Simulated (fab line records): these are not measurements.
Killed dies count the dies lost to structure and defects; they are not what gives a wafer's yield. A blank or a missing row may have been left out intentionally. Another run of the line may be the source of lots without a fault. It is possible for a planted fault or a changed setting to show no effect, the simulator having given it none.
Struck lot and sound lot, side by side	flow rit cmos	15 steps out of a route of 202
Sound: these wafers, L697.1, L697.2, L697.3. The struck wafers were L699.1, L699.2, L699.6. The cause is given at the end.
Per side, at each step with rows, come the tool, then ch with its chambers, and then its first start. Under that, the readings that differ: sound wafers	struck wafers	difference of the means	sigmas: that difference in standard deviations of wafers without a fault.
alike: a reading whose means differ by less than 2 such deviations, as well as words and numbers matching on both sides. not compared: withheld readings; readings where some wafer has no value; bounds like >300 that might hide an equal value; numbers whose values overlap and for which the record gives no deviation.
The two part at a step that has a row with sigmas, a row that says differs or no value, or rows on one side only. Numbers that don't overlap but have no deviation are shown without sigmas and don't part them. A reading that every wafer of one side lacks parts them only if that side has two wafers or more.

first, 4 steps without rows for these wafers: RIT_PLDD_SOFTBAKE_02 (time 60 s); RIT_PLDD_EXPOSE_03 (exposes mask M8, target cd 40900 nm); RIT_PLDD_PEB_04; RIT_PLDD_DEVELOP_05 (develop time 50 s).
RIT_PLDD_OVL_MEAS_06:
  sound on overlay-01 at day 5 11:35; struck on overlay-02 at day 5 21:10
reading	sound	struck	difference	sigmas
PLDD_OVL (nm)	-2.9 -1.5 -2.1	1.2 1.8 2.7	+4.1	+4
then, 2 steps without rows for these wafers: RIT_PLDD_HARDBAKE_07 (time 60 s); RIT_PLDD_IMPLANT_08.
RIT_PLDD_STRIP_09: strips in O2, time 180 s.
  sound on plasma asher-01 ch 0,1, day 5 11:56; struck on plasma asher-02 ch 0,1, day 5 21:29
reading	sound	struck	difference	sigmas
rf refl power W (W)	6.1 6.1 6.0	9.0 7.3 8.5	+2.2	+2
  alike: drypump motor current A
  not compared: rf hours counter h
RIT_PLDD_TW_MEAS_10:
  sound on film metro-04 at day 5 12:06; struck on film metro-04 at day 5 21:40
  alike: PLDD_TW
then, 3 steps without rows for these wafers: RIT_SPACER_CLEAN_00 (cleans in SC1, time 600 s); RIT_SPACER_CLEAN_01 (cleans in dHF, time 30 s); RIT_SPACER_CLEAN_02 (cleans in SC2, time 600 s).
RIT_SPACER_CVD_03: deposits Si3N4 from SiH2Cl2/NH3, target thk 250 nm, time 3300 s.
  sound on lpcvd-02 ch 0, day 5 12:32; struck on lpcvd-01 ch 0, day 5 22:06
reading	sound	struck	difference	sigmas
nh3 flow sccm (sccm)	150.4 150.3 149.4	225.5 224.6 224.8	+74.9	+99 or more
model.Si3N4_of_SPACER_CVD_03.thk nm (nm)	253.7 250.5 250.9	338 338.7 338.3	+87	
  alike: zone power load pct
RIT_SPACER_THK_MEAS_04:
  sound on film metro-02 at day 5 14:28; struck on film metro-02 at day 6 00:01
reading	sound	struck	difference	sigmas
SPACER_NITRIDE_THK (nm)	253.9 250.5 251.2	338.1 338.8 338.3	+86.5	+38
RIT_SPACER_ETCHBACK_05: etches Si3N4 in SF6/CHF3, stops on SiO2, target depth 250 nm, time 240 s.
  sound on rie diel-04 ch 0,1,2, day 5 14:31; struck on rie diel-02 ch 0,1, day 6 00:04
reading	sound	struck	difference	sigmas
oes product au (a.u.)	0.863 0.844 0.842	0.989 0.967 0.971	+0.126	+10
model.Si3N4_of_SPACER_CVD_03.thk nm (nm)	198 196.5 197.3	266.7 267.6 267.7	+70.1	
model.etch.depth nm (nm)	253.7 250.5 250.9	304.9 303.2 301.9	+51.6	
  alike: CHF3_flow_sccm, drypump motor current A, throttle valve pct
  not compared: rf hours counter h

== WHERE THEY PART ==
At RIT_PLDD_OVL_MEAS_06 first; at RIT_SPACER_ETCHBACK_05 last (within this record only).

WHY: what had been put in by the simulator
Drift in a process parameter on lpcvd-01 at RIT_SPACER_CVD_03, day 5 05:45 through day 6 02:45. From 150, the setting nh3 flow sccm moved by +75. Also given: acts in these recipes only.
